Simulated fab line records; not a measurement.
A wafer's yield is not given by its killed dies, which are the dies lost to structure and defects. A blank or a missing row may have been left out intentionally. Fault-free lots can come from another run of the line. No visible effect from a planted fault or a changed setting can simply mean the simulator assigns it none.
Which tool is to blame? :: flow rit-cmos :: 13 lots with 39 wafers sampled at 2 steps, on a route of 202 steps

== WHAT THE GAUGES SHOWED, per wafer ==
The record lacks any reading of a measuring or inspecting step that a usual standard deviation could be used to judge.

== TOOL THAT RAN EACH LOT (tool first, then ch and the chambers of the sampled wafers, then the start) ==
lot: L853
RIT_CONTACT_ETCH_11: rie-diel-01 ch 0,3, day 3 13:37
RIT_M1_PROBE_99: -

lot: L854
RIT_CONTACT_ETCH_11: rie-diel-03 ch 0,1,3, day 3 16:43
RIT_M1_PROBE_99: -

lot: L855
RIT_CONTACT_ETCH_11: rie-diel-04 ch 0,1, day 4 00:35
RIT_M1_PROBE_99: -

lot: L856
RIT_CONTACT_ETCH_11: rie-diel-03 ch 1,2, day 4 02:48
RIT_M1_PROBE_99: -

lot: L857
RIT_CONTACT_ETCH_11: rie-diel-03 ch 0,2,3, day 4 09:16
RIT_M1_PROBE_99: -

lot: L858
RIT_CONTACT_ETCH_11: rie-diel-01 ch 1,2,3, day 4 12:37
RIT_M1_PROBE_99: -

lot: L859
RIT_CONTACT_ETCH_11: rie-diel-04 ch 0,1,3, day 4 17:39
RIT_M1_PROBE_99: prober-02, day 4 22:44

lot: L860
RIT_CONTACT_ETCH_11: rie-diel-03 ch 0,1,3, day 5 03:41
RIT_M1_PROBE_99: -

lot: L867
RIT_CONTACT_ETCH_11: rie-diel-01 ch 0,1,3, day 6 12:36
RIT_M1_PROBE_99: -

lot: L869
RIT_CONTACT_ETCH_11: rie-diel-04 ch 0,1,2, day 6 23:28
RIT_M1_PROBE_99: -

lot: L870
RIT_CONTACT_ETCH_11: rie-diel-03 ch 0,1,3, day 7 03:25
RIT_M1_PROBE_99: -

lot: L871
RIT_CONTACT_ETCH_11: rie-diel-04 ch 1,2,3, day 7 09:13
RIT_M1_PROBE_99: -

lot: L873
RIT_CONTACT_ETCH_11: rie-diel-04 ch 0,2,3, day 7 20:42
RIT_M1_PROBE_99: -
- RIT_CONTACT_ETCH_11: etches SiO2 in CHF3/CF4/Ar, stops on TiSi2, target depth 480 nm, time 320 s.
- RIT_M1_PROBE_99

== AS READ BY THE TOOLS THEMSELVES (means over the sampled wafers that have a number; for cases with no such wafer, the mark the record gives instead) ==
RIT_CONTACT_ETCH_11. Usual: CHF3_flow_sccm 50.00 sccm, standard deviation 0.14; chamber-pressure-mTorr 100.00 mTorr, standard deviation 0.091; drypump-motor-current-A 5.7 A, standard deviation 0.54; mfc-ar-sccm 100.0 sccm, standard deviation 0.34; oes-product-au 0.986 a.u., standard deviation 0.012; throttle-valve-pct 8.87 %, standard deviation 0.14.
lot: L853
tool: rie-diel-01
CHF3_flow_sccm (sccm): 50.09
chamber-pressure-mTorr (mTorr): 99.99
drypump-motor-current-A (A): 6.0
mfc-ar-sccm (sccm): 100.2
oes-product-au (a.u.): 0.983
throttle-valve-pct (%): 8.98
flag: 

lot: L854
tool: rie-diel-03
CHF3_flow_sccm (sccm): 50.02
chamber-pressure-mTorr (mTorr): 99.97
drypump-motor-current-A (A): 5.8
mfc-ar-sccm (sccm): 100.0
oes-product-au (a.u.): 0.993
throttle-valve-pct (%): 8.78
flag: 

lot: L855
tool: rie-diel-04
CHF3_flow_sccm (sccm): 49.88
chamber-pressure-mTorr (mTorr): 99.92
drypump-motor-current-A (A): 5.6
mfc-ar-sccm (sccm): 99.9
oes-product-au (a.u.): 0.994
throttle-valve-pct (%): 8.92
flag: 

lot: L856
tool: rie-diel-03
CHF3_flow_sccm (sccm): 50.02
chamber-pressure-mTorr (mTorr): 100.00
drypump-motor-current-A (A): 5.9
mfc-ar-sccm (sccm): 99.5
oes-product-au (a.u.): 0.986
throttle-valve-pct (%): 8.66
flag: 

lot: L857
tool: rie-diel-03
CHF3_flow_sccm (sccm): 50.03
chamber-pressure-mTorr (mTorr): 99.93
drypump-motor-current-A (A): 5.7
mfc-ar-sccm (sccm): 99.7
oes-product-au (a.u.): 0.994
throttle-valve-pct (%): 8.80
flag: 

lot: L858
tool: rie-diel-01
CHF3_flow_sccm (sccm): 49.92
chamber-pressure-mTorr (mTorr): 100.10
drypump-motor-current-A (A): 5.7
mfc-ar-sccm (sccm): 100.4
oes-product-au (a.u.): 0.990
throttle-valve-pct (%): 8.96
flag: 

lot: L859
tool: rie-diel-04
CHF3_flow_sccm (sccm): 49.88
chamber-pressure-mTorr (mTorr): 100.02
drypump-motor-current-A (A): 6.0
mfc-ar-sccm (sccm): 100.2
oes-product-au (a.u.): 0.989
throttle-valve-pct (%): 8.94
flag: 

lot: L860
tool: rie-diel-03
CHF3_flow_sccm (sccm): 49.91
chamber-pressure-mTorr (mTorr): 99.96
drypump-motor-current-A (A): 5.8
mfc-ar-sccm (sccm): 99.9
oes-product-au (a.u.): 0.993
throttle-valve-pct (%): 8.77
flag: 

lot: L867
tool: rie-diel-01
CHF3_flow_sccm (sccm): 50.00
chamber-pressure-mTorr (mTorr): 100.03
drypump-motor-current-A (A): 5.9
mfc-ar-sccm (sccm): 99.9
oes-product-au (a.u.): 0.988
throttle-valve-pct (%): 8.96
flag: 

lot: L869
tool: rie-diel-04
CHF3_flow_sccm (sccm): 50.10
chamber-pressure-mTorr (mTorr): 99.92
drypump-motor-current-A (A): 5.3
mfc-ar-sccm (sccm): 100.2
oes-product-au (a.u.): 0.980
throttle-valve-pct (%): 8.87
flag: 

lot: L870
tool: rie-diel-03
CHF3_flow_sccm (sccm): 50.08
chamber-pressure-mTorr (mTorr): 100.05
drypump-motor-current-A (A): 5.8
mfc-ar-sccm (sccm): 100.0
oes-product-au (a.u.): 0.989
throttle-valve-pct (%): 8.77
flag: 

lot: L871
tool: rie-diel-04
CHF3_flow_sccm (sccm): 50.11
chamber-pressure-mTorr (mTorr): 99.95
drypump-motor-current-A (A): 5.6
mfc-ar-sccm (sccm): 99.8
oes-product-au (a.u.): 0.982
throttle-valve-pct (%): 8.78
flag: 

lot: L873
tool: rie-diel-04
CHF3_flow_sccm (sccm): 50.08
chamber-pressure-mTorr (mTorr): 100.02
drypump-motor-current-A (A): 5.7
mfc-ar-sccm (sccm): 100.0
oes-product-au (a.u.): 0.979
throttle-valve-pct (%): 8.88
flag: 

RIT_M1_PROBE_99. Usual: killed-at-contacts 0.1, standard deviation 0.23; killed-at-front-end 6.7, standard deviation 2.7; killed-dies 6.7, standard deviation 2.7; killed-open 3.2, standard deviation 1.8; killed-short 3.5, standard deviation 1.9.
lot: L859
tool: prober-02
killed-at-contacts: 0.0
killed-at-front-end: 6.3
killed-dies: 6.3
killed-open: 3.0
killed-short: 3.3
flag: 

== THE ANSWER, worked out from the rows above alone ==
Rule: a lot counts as off when the mean over its wafers that have a number is more than 3 standard deviations away from the usual mean. Also off: a lot with no number at a reading for which 4 or more lots have one. Where the step has rows for the other lots, those lots are counted as sound. The gauges are gone through in route order, then the tools' own readings, and for those a lot's mean is taken as printed above. The first step at which some lot is off is used, and at that step the reading that is off furthest; a lot without a number counts as furthest.
None of the lots is off at any reading shown; this tells nothing.

== WHAT WAS PUT IN BY THE SIMULATOR ==
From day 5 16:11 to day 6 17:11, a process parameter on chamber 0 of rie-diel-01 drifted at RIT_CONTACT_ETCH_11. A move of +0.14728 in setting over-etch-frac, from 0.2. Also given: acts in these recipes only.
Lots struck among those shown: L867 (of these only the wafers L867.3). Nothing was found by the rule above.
